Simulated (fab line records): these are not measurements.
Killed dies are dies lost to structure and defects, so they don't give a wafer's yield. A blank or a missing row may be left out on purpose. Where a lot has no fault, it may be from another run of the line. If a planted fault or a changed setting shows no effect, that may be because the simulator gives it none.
fab line records | flow berkeley-cmos170
record lots=12 | wafers=36 | last-day=11
route steps=331 shown CONTACT@217
lots that met no fault: from a run of the same line without faults
start-h: hours from the record's opening day to when the first of the lot's shown wafers began | wait-h: hours since the lot's step before | " identical to the entry in the row above | L1.1+2: a row that stands for several wafers | - no value, or no start given | * or withheld: withheld | < > ~ a bound
route shown NAME@n: names a module that has steps shown in the file, with the first one's number in the route | usual: the fault-free wafers' mean and standard deviation | same: alike in all rows | chamber/n: place in a boat | sites: the reading at each site | _std_site: the values' standard deviation | _edge_site: outer sites' mean less inner sites' | radius-mm: for every site, how far away it sits from the centre of the wafer | mask NAME#n: copy n | behind: the most recent tool/chamber to have shaped the wafer | hold: the reason the lot was held/the length of the hold in hours/how it ended | device: the n, p or np transistor that did not switch | end of line: the same wafers' tests at the end of the route | for a step that has no rows: nothing shown but its recipe | killed: dies that structure and defects cost at the first sort, which is not the same as the wafer's yield | map: dies across one wafer; x = killed, . = not, _ = none there
set.NAME: the setting as run; set.NAME@STEP: as run at that earlier step | model.NAME: the simulator's own value behind a step, which no gauge read
one table for each step of the route and one row for each wafer, over a sample of lots
services: when a tool's chamber went out of use (start-h, in hours from the record's first day, below 0 if earlier), for how many hours, and the reason
## steps
# step UCB170_CONTACT_CVD_01
# recipe material=PSG | target-thk-nm=700 | temp-c=450 | precursor=SiH4/O2/PH3 | time-s=2820 | pressure-mtorr=300 | sih4-flow-sccm=60 | o2-flow-sccm=90 | ph3-flow-sccm=25
# same time-s=2820
lot.wafer  | tool     | chamber | start-h | wait-h
L219.2+4+6 | lpcvd-02 | 0       | 128.17  | 0.7
L220.1+4+5 | lpcvd-02 | 0       | 140.97  | 0.0
L222.3+4+5 | lpcvd-02 | 1       | 153.61  | 0.0
L221.3+4+5 | lpcvd-02 | 0       | 155.39  | 1.2
L223.2+4+5 | lpcvd-02 | 0       | 155.39  | 1.0
L224.1+2+4 | lpcvd-02 | 1       | 155.39  | 0.2
L231.3+5+6 | lpcvd-01 | 1       | 186.91  | 0.0
L233.4+5+6 | lpcvd-01 | 0       | 203.37  | 0.0
L232.1+5+6 | lpcvd-01 | 1       | 205.16  | 1.6
L238.1+4+5 | lpcvd-01 | 1       | 237.52  | 0.0
L239.2+4+5 | lpcvd-01 | 1       | 239.30  | 0.9
L242.1+2+5 | lpcvd-01 | 0       | 247.15  | 0.0
# step UCB170_CONTACT_THK_MEAS_02
# recipe reads=PSG_of_CONTACT_CVD_01
# usual CONTACT_PSG_THK=702/7.3
lot.wafer | tool          | chamber | start-h | wait-h | CONTACT_PSG_THK[nm]
L219.2    | film-metro-02 | -       | 129.96  | 0.0    | 715
L219.4    | "             | -       | "       | "      | 712
L219.6    | "             | -       | "       | "      | 708
L220.1    | film-metro-01 | -       | 142.75  | 0.0    | 699
L220.4    | "             | -       | "       | "      | 703
L220.5    | "             | -       | "       | "      | 695
L222.3    | film-metro-01 | -       | 155.41  | 0.0    | 604
L222.4    | "             | -       | "       | "      | 608
L222.5    | "             | -       | "       | "      | 598
L224.1    | film-metro-01 | -       | 157.18  | 0.0    | 601
L224.2    | "             | -       | "       | "      | 597
L224.4    | "             | -       | "       | "      | 600
L223.2    | film-metro-03 | -       | 157.19  | 0.0    | 601
L223.4    | "             | -       | "       | "      | 603
L223.5    | "             | -       | "       | "      | 609
L221.3    | film-metro-02 | -       | 157.20  | 0.0    | 601
L221.4    | "             | -       | "       | "      | 604
L221.5    | "             | -       | "       | "      | 600
L231.3    | film-metro-01 | -       | 188.71  | 0.0    | 700
L231.5    | "             | -       | "       | "      | 701
L231.6    | "             | -       | "       | "      | 700
L233.4    | film-metro-03 | -       | 205.19  | 0.0    | 709
L233.5    | "             | -       | "       | "      | 704
L233.6    | "             | -       | "       | "      | 714
L232.1    | film-metro-03 | -       | 206.94  | 0.0    | 705
L232.5    | "             | -       | "       | "      | 708
L232.6    | "             | -       | "       | "      | 710
L238.1    | film-metro-03 | -       | 239.30  | 0.0    | 702
L238.4    | "             | -       | "       | "      | 701
L238.5    | "             | -       | "       | "      | 700
L239.2    | film-metro-02 | -       | 241.09  | 0.0    | 692
L239.4    | "             | -       | "       | "      | 707
L239.5    | "             | -       | "       | "      | 701
L242.1    | film-metro-02 | -       | 248.93  | 0.0    | 706
L242.2    | "             | -       | "       | "      | 701
L242.5    | "             | -       | "       | "      | 704
# step UCB170_CONTACT_ETCH_18
# recipe chemistry=CHF3/CF4/Ar | target=PSG | stop-on=TiSi2 | CHF3_flow_sccm=45 | cf4-flow-sccm=15 | Ar_flow_sccm=150 | pressure-mtorr=200 | rf-w=700 | target-depth-a=8400 | over-etch-frac=0.2 | time-s=195
# usual drypump-motor-current-A=5.5/0.44 | oes-product-au=0.896/0.015 | throttle-valve-pct=6.96/0.11
# same time-s=195
lot.wafer | tool        | chamber | start-h | wait-h | drypump-motor-current-A | oes-product-au | rf-hours-counter-h | throttle-valve-pct
L219.2    | rie-diel-04 | 3       | -       | -      | 5.2                     | 0.921          | 31                 | 6.86
L219.4    | "           | 2       | "       | "      | 5.7                     | 0.885          | 114                | 7.03
L219.6    | "           | 3       | "       | "      | 5.2                     | 0.909          | -                  | 6.88
L220.1    | rie-diel-04 | 1       | -       | -      | 5.1                     | 0.901          | 1                  | 7.14
L220.4    | "           | 2       | "       | "      | 5.7                     | 0.876          | 115                | 7.06
L220.5    | "           | 0       | "       | "      | 5.0                     | 0.896          | -                  | 7.00
L222.3    | rie-diel-01 | 2       | -       | -      | 5.3                     | 0.827          | 15                 | 7.00
L222.4    | "           | 3       | "       | "      | 6.0                     | 0.840          | 41                 | 6.89
L222.5    | "           | 2       | "       | "      | 5.3                     | 0.823          | -                  | 6.98
L221.3    | rie-diel-02 | 0       | -       | -      | 5.1                     | 0.828          | 19                 | 6.84
L221.4    | "           | 3       | "       | "      | 5.7                     | 0.832          | 19                 | 7.01
L221.5    | "           | 2       | "       | "      | 6.7                     | 0.804          | -                  | 6.78
L224.1    | rie-diel-04 | 1       | -       | -      | 5.1                     | 0.840          | 2                  | 7.13
L224.2    | "           | 2       | "       | "      | 5.7                     | 0.805          | 116                | 7.04
L224.4    | "           | 0       | "       | "      | 5.1                     | 0.823          | 59                 | 6.99
L223.2    | rie-diel-01 | 1       | -       | -      | 5.8                     | 0.838          | 7                  | 6.90
L223.4    | "           | 0       | "       | "      | 5.6                     | 0.817          | 125                | 6.78
L223.5    | "           | 1       | "       | "      | 5.8                     | 0.840          | -                  | 6.88
L231.3    | rie-diel-02 | 2       | -       | -      | 6.7                     | 0.878          | 86                 | 6.76
L231.5    | "           | 2       | "       | "      | 6.7                     | 0.877          | -                  | 6.77
L231.6    | "           | 3       | "       | "      | 5.7                     | 0.895          | -                  | 7.02
L233.4    | rie-diel-04 | 2       | -       | -      | 5.7                     | 0.887          | -                  | 7.04
L233.5    | "           | 0       | "       | "      | 5.1                     | 0.894          | -                  | 7.00
L233.6    | "           | 1       | "       | "      | 5.1                     | 0.926          | -                  | 7.13
L232.1    | rie-diel-04 | 2       | -       | -      | 5.7                     | 0.884          | 118                | 7.04
L232.5    | "           | 2       | "       | "      | 5.7                     | 0.885          | -                  | 7.03
L232.6    | "           | 0       | "       | "      | 5.1                     | 0.904          | -                  | 6.98
L238.1    | rie-diel-04 | 2       | -       | -      | 5.7                     | 0.878          | 120                | 7.04
L238.4    | "           | 2       | "       | "      | 5.7                     | 0.881          | -                  | 7.05
L238.5    | "           | 1       | "       | "      | 5.1                     | 0.910          | -                  | 7.12
L239.2    | rie-diel-02 | 3       | -       | -      | 5.7                     | 0.893          | 23                 | 7.04
L239.4    | "           | 1       | "       | "      | 5.1                     | 0.865          | 12                 | 7.02
L239.5    | "           | 2       | "       | "      | 6.7                     | 0.875          | -                  | 6.76
L242.1    | rie-diel-02 | 2       | -       | -      | 6.7                     | 0.874          | 89                 | 6.77
L242.2    | "           | 0       | "       | "      | 5.1                     | 0.901          | 24                 | 6.83
L242.5    | "           | 0       | "       | "      | 5.1                     | 0.911          | -                  | 6.84
## services
tool        | chamber | start-h | hours | kind
rie-diel-04 | 0       | 118.22  | 2.3   | repair
rie-diel-01 | -       | 139.84  | 1.0   | repair
rie-diel-02 | 1       | 184.35  | 15.8  | repair
rie-diel-04 | 3       | 201.36  | 11.7  | repair
rie-diel-04 | 3       | 240.96  | 5.7   | repair
## key
first-sign step=UCB170_CONTACT_THK_MEAS_02 | reading=CONTACT_PSG_THK | direction=down | sigmas=14 | usual=702 | struck=602
effect step=UCB170_CONTACT_ETCH_18 | reading=oes-product-au | direction=down | sigmas=4.5 | usual=0.896 | struck=0.826
met-at UCB170_CONTACT_CVD_01
struck-lots L221,L222,L223,L224
tester-left-out L221,L222,L223,L224
onset-between 140.97 153.61
fault kind=site-profile-drift | tool=lpcvd-02 | chamber=- | onset-h=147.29 | steps=UCB170_CONTACT_CVD_01 | basis=fraction | max-abs-drift=0.33805 | slope-share-per-hr=75.123 | site-pattern=0,0,0,0,0,-1,-1,-1,-1
# tester-left-out: of these lots the tester's yield and bins aren't shown, on N5 and GAA mostly nor the transistor test; their killed dies are dies lost to structure and defects alone, not to doping, threshold or leakage, so they don't give the yield
